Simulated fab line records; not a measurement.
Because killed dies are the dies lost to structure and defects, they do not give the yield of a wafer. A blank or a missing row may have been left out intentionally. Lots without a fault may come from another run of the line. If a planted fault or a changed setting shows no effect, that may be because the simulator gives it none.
Which of the tools did it? -- flow berkeleyCmos170 -- 45 wafers from 15 lots sampled at 2 of the route's 331 steps

WHAT EACH GAUGE READ, for each wafer
UCB170_PSD_OVL_MEAS_07. Usual: PSD_OVL typically reads 1 nm, with standard deviation 6.1.
lot,measured,on,PSD_OVL (nm),flag
L949,day 7 22:55,overlay-02,-8 -3 -15,
L954,day 9 05:21,overlay-02,-6 3 4,
L956,day 9 05:22,overlay-01,4 4 2,
L957,day 9 19:26,overlay-02,3 -1 1,
L961,day 9 19:49,overlay-02,-3 1 6,
L958,day 9 20:01,overlay-01,5 -4 -5,
L959,day 9 20:10,overlay-01,7 7 -2,
L963,day 10 07:25,overlay-01,6 -4 3,
L960,day 10 07:42,overlay-02,5 4 4,
L967,day 11 05:44,overlay-02,3 -2 -6,
L965,day 11 06:00,overlay-02,-159 -157 -154,OFF
L964,day 11 06:16,overlay-02,-157 -154 -160,OFF
L969,day 12 02:24,overlay-01,-148 -153 -154,OFF
L971,day 12 12:49,overlay-02,-9 -7 -6,
L970,day 12 19:14,overlay-02,5 -5 6,

WHICH TOOL RAN EACH LOT (tool, then ch and the chambers of the sampled wafers, then the start)
lot,UCB170_PSD_EXPOSE_03
L949,"krfScanner-01 ch 0, day 7 22:08"
L954,"krfScanner-01 ch 0, day 9 04:23"
L956,"krfScanner-02 ch 0, day 9 04:38"
L957,"krfScanner-02 ch 0, day 9 18:42"
L961,"krfScanner-01 ch 0, day 9 18:56"
L958,"krfScanner-01 ch 0, day 9 19:05"
L959,"krfScanner-02 ch 0, day 9 19:25"
L963,"krfScanner-01 ch 0, day 10 06:39"
L960,"krfScanner-02 ch 0, day 10 07:01"
L967,"krfScanner-01 ch 0, day 11 05:14"
L965,"krfScanner-02 ch 0, day 11 05:32"
L964,"krfScanner-02 ch 0, day 11 05:35"
L969,"krfScanner-02 ch 0, day 12 01:56"
L971,"krfScanner-01 ch 0, day 12 11:53"
L970,"krfScanner-01 ch 0, day 12 18:19"
- UCB170_PSD_EXPOSE_03: exposes mask PSELECT MOD, target cd 1200 nm.

AS READ BY THE TOOLS THEMSELVES (means over the sampled wafers that have a number; for cases with no such wafer, the mark the record gives instead)
The record holds no such reading with a usual standard deviation.

THE ANSWER, worked out from the rows above alone
Rule: a lot counts as off when the mean over its wafers that have a number is more than 3 standard deviations away from the usual mean. A lot without any number at a reading at which 4 lots or more have one is off too. The other lots that the step has rows for count as sound. First the gauges in route order, then the tools' own readings, where a lot's mean is used as printed above. At the first step where some lot is off, the reading lying furthest off is the one used; lots without a number count as furthest.
Off: L965, L964, L969, seen at UCB170_PSD_OVL_MEAS_07 (PSD_OVL).
If a tool, at a process step before that reading, ran all the lots that are off and no sound lot after the first of them, it fits. Those tools and the gauges at UCB170_PSD_OVL_MEAS_07 are tried in the same way. One fits: UCB170_PSD_EXPOSE_03 on krfScanner-02. Its last sound lot is L960 (day 10 07:01), its first lot that is off L965 (day 11 05:32): a fault that began between those two fits.

WHAT THE SIMULATOR PUT IN
Scanner matching overlay: krfScanner-02, from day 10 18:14 on, at UCB170_PSD_EXPOSE_03. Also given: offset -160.
Lots struck among those shown: L965, L964, L969. The rule above found the same.
